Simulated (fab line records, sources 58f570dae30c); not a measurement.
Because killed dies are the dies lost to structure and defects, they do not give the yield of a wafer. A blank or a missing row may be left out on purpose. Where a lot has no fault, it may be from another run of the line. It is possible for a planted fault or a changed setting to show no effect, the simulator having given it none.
What tool caused it? :: flow berkeleyCmos170 :: 42 wafers sampled from 14 lots at 1 step of a route of 331

WHAT THE GAUGES SHOWED, per wafer
The record lacks any reading of a measuring or inspecting step that a usual standard deviation could be used to judge.

WHICH TOOL RAN EACH LOT (tool, then ch and the chambers of the sampled wafers, then the start)
lot: L763
UCB170_SDANNEAL_RTA_01: rtpAnneal-01 ch 0, day 7 15:59

lot: L762
UCB170_SDANNEAL_RTA_01: rtpAnneal-02 ch 0, day 7 16:14

lot: L766
UCB170_SDANNEAL_RTA_01: rtpAnneal-02 ch 0, day 8 00:45

lot: L765
UCB170_SDANNEAL_RTA_01: rtpAnneal-01 ch 0, day 8 01:14

lot: L769
UCB170_SDANNEAL_RTA_01: rtpAnneal-02 ch 0, day 8 04:12

lot: L767
UCB170_SDANNEAL_RTA_01: rtpAnneal-01 ch 0, day 8 04:14

lot: L768
UCB170_SDANNEAL_RTA_01: rtpAnneal-02 ch 0, day 8 07:35

lot: L770
UCB170_SDANNEAL_RTA_01: rtpAnneal-01 ch 0, day 8 19:10

lot: L772
UCB170_SDANNEAL_RTA_01: rtpAnneal-02 ch 0, day 8 19:12

lot: L771
UCB170_SDANNEAL_RTA_01: rtpAnneal-01 ch 0, day 8 19:38

lot: L774
UCB170_SDANNEAL_RTA_01: rtpAnneal-02 ch 0, day 10 01:12

lot: L777
UCB170_SDANNEAL_RTA_01: rtpAnneal-01 ch 0, day 10 19:33

lot: L782
UCB170_SDANNEAL_RTA_01: rtpAnneal-02, day 11 17:11

lot: L784
UCB170_SDANNEAL_RTA_01: rtpAnneal-02, day 12 05:32
- UCB170_SDANNEAL_RTA_01: time 5 s.

AS READ BY THE TOOLS THEMSELVES (means over the sampled wafers that have a number; for cases with no such wafer, the mark the record gives instead)
UCB170_SDANNEAL_RTA_01. Usual: annealTempCMax 1055.0, standard deviation 2.2; chamberO2Ppm 2.003, standard deviation 0.023; lampPowerPct 38 %, standard deviation 4; wafer_temp_C_max 1056.1, standard deviation 1.2.
lot: L763
tool: rtpAnneal-01
annealTempCMax: 1052.3
chamberO2Ppm: 1.978
lampPowerPct (%): 42
wafer_temp_C_max: 1056.1
flag: 

lot: L762
tool: rtpAnneal-02
annealTempCMax: 1056.0
chamberO2Ppm: 2.007
lampPowerPct (%): 34
wafer_temp_C_max: 1056.3
flag: 

lot: L766
tool: rtpAnneal-02
annealTempCMax: 1057.8
chamberO2Ppm: 2.011
lampPowerPct (%): 34
wafer_temp_C_max: 1054.9
flag: 

lot: L765
tool: rtpAnneal-01
annealTempCMax: 1052.9
chamberO2Ppm: 2.028
lampPowerPct (%): 42
wafer_temp_C_max: 1056.3
flag: 

lot: L769
tool: rtpAnneal-02
annealTempCMax: 1056.9
chamberO2Ppm: 2.020
lampPowerPct (%): 34
wafer_temp_C_max: 1056.2
flag: 

lot: L767
tool: rtpAnneal-01
annealTempCMax: 1053.2
chamberO2Ppm: 1.992
lampPowerPct (%): 42
wafer_temp_C_max: 1055.6
flag: 

lot: L768
tool: rtpAnneal-02
annealTempCMax: 1057.2
chamberO2Ppm: 2.005
lampPowerPct (%): 34
wafer_temp_C_max: 1055.1
flag: 

lot: L770
tool: rtpAnneal-01
annealTempCMax: 1053.3
chamberO2Ppm: 2.046
lampPowerPct (%): 42
wafer_temp_C_max: 1057.0
flag: 

lot: L772
tool: rtpAnneal-02
annealTempCMax: 1055.9
chamberO2Ppm: 2.022
lampPowerPct (%): 34
wafer_temp_C_max: 1056.7
flag: 

lot: L771
tool: rtpAnneal-01
annealTempCMax: 1052.6
chamberO2Ppm: 2.002
lampPowerPct (%): 42
wafer_temp_C_max: 1055.6
flag: 

lot: L774
tool: rtpAnneal-02
annealTempCMax: 1056.2
chamberO2Ppm: 1.992
lampPowerPct (%): 34
wafer_temp_C_max: 1056.5
flag: 

lot: L777
tool: rtpAnneal-01
annealTempCMax: 1052.5
chamberO2Ppm: 2.007
lampPowerPct (%): 42
wafer_temp_C_max: 1055.2
flag: 

lot: L782
tool: rtpAnneal-02
annealTempCMax: -
chamberO2Ppm: -
lampPowerPct (%): -
wafer_temp_C_max: -
flag: OFF

lot: L784
tool: rtpAnneal-02
annealTempCMax: -
chamberO2Ppm: -
lampPowerPct (%): -
wafer_temp_C_max: -
flag: OFF

THE ANSWER, worked out from the rows above alone
Rule: lot off if the mean of its wafers having a number is beyond 3 standard deviations from the usual mean. Also off: a lot with no number at a reading for which 4 or more lots have one. All remaining lots with rows at the step are treated as sound. The gauges are gone through in route order, then the tools' own readings, and for those a lot's mean is taken as printed above. At the first step where some lot is off, the reading lying furthest off is the one used; lots without a number count as furthest.
Off at UCB170_SDANNEAL_RTA_01 (annealTempCMax): L782, L784. Without a number there: L782, L784.
A tool fits if, at that step or a process step before it, it ran every lot that is off, and no sound lot after the first of them. One fits: UCB170_SDANNEAL_RTA_01 on rtpAnneal-02. Its last sound lot is L774 (day 10 01:12), its first lot that is off L782 (day 11 17:11): a fault that began between those two fits.
Blank at UCB170_SDANNEAL_RTA_01 on the lots that are off, where sound lots have numbers: annealTempCMax, chamberO2Ppm, lampPowerPct, wafer_temp_C_max.

WHAT HAD BEEN PUT IN BY THE SIMULATOR
Whole step skipped at UCB170_SDANNEAL_RTA_01 on rtpAnneal-02, starting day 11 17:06. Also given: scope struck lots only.
Shown lots that were struck: L782, L784. The rule above reached the same finding.
